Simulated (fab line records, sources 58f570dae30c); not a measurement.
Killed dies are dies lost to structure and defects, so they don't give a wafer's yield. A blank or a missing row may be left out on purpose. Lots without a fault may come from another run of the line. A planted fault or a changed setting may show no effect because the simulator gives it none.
Split-lot experiment | flow berkeley_cmos170 | 5 lots, 23 wafers read, on a route of 331 steps

THE SPLIT
At UCB170_GATE_OXIDATION_01 (target thk 6.6 nm, ox time 1800 s), the setting ox_time_s was moved away from the recipe's 1800 s on 20 of the 23 wafers read, by -11.0% to +12.4%. The other wafers ran this setting at the recipe's value.

The file shows no step between the split and the reading.

THE READING
GATE_OXIDE_THK, in nm, at UCB170_GATE_THK_MEAS_02. Fault-free wafers of this fab line usually give 6.54 nm, standard deviation 0.11 nm.

wafer  | tool, chamber at the split | ox_time_s as run, s | against the recipe | GATE_OXIDE_THK, nm | against lot-mates on the recipe
L074.1 | -, -                       | 1602                | -11.0%             | 5.99               | no lot-mate on the recipe
L074.2 | -, -                       | 1602                | -11.0%             | 6.19               | no lot-mate on the recipe
L074.4 | -, -                       | 1602                | -11.0%             | 6.12               | no lot-mate on the recipe
L074.5 | -, -                       | 1602                | -11.0%             | 5.99               | no lot-mate on the recipe
L074.6 | -, -                       | 1602                | -11.0%             | 6.14               | no lot-mate on the recipe
L076.1 | -, -                       | 1901                | +5.6%              | 6.89               | no lot-mate on the recipe
L076.2 | -, -                       | 1901                | +5.6%              | 6.86               | no lot-mate on the recipe
L076.3 | -, -                       | 1901                | +5.6%              | 6.56               | no lot-mate on the recipe
L076.4 | -, -                       | 1901                | +5.6%              | 6.76               | no lot-mate on the recipe
L076.5 | -, -                       | 1901                | +5.6%              | 6.72               | no lot-mate on the recipe
L079.1 | -, -                       | 2023                | +12.4%             | 7.14               | no lot-mate on the recipe
L079.3 | -, -                       | 2023                | +12.4%             | 7.06               | no lot-mate on the recipe
L079.4 | -, -                       | 2023                | +12.4%             | 6.99               | no lot-mate on the recipe
L079.5 | -, -                       | 2023                | +12.4%             | 7.08               | no lot-mate on the recipe
L079.6 | -, -                       | 2023                | +12.4%             | 7.04               | no lot-mate on the recipe
L081.1 | furnace-02, 0              | 1800                | recipe             | 6.48               | -
L081.4 | furnace-02, 0              | 1800                | recipe             | 6.49               | -
L081.6 | furnace-02, 0              | 1800                | recipe             | 6.41               | -
L083.1 | -, -                       | 1693                | -5.9%              | 6.36               | no lot-mate on the recipe
L083.3 | -, -                       | 1693                | -5.9%              | 6.33               | no lot-mate on the recipe
L083.4 | -, -                       | 1693                | -5.9%              | 6.26               | no lot-mate on the recipe
L083.5 | -, -                       | 1693                | -5.9%              | 6.40               | no lot-mate on the recipe
L083.6 | -, -                       | 1693                | -5.9%              | 6.20               | no lot-mate on the recipe

THE FIT
A straight line over all 23 wafers: GATE_OXIDE_THK changes by +0.0412 nm for each +1% of ox_time_s; r = +0.97; the points scatter about the line by 0.088 nm.
Too few moved wafers have a lot-mate on the recipe to fit a line with each lot's own level taken away.

THE WHOLE CHAIN: every reading that the file lists as answering this split, in the file's order
step                     | what it does                      | reading                                                                           | change (the file's fit)                | r (the file's)
UCB170_GATE_OXIDATION_01 | target thk 6.6 nm, ox time 1800 s | SiO2_of_GATE_OXIDATION_01.thk_nm (the simulator's own value, which no gauge read) | +0.0421 nm for each +1% of the setting | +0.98
UCB170_GATE_THK_MEAS_02  |                                   | GATE_OXIDE_THK                                                                    | +0.0412 for each +1% of the setting    | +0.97

THE FILE'S OWN FIT
GATE_OXIDE_THK changes by +0.0412 nm for each +1% of ox_time_s, r = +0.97.
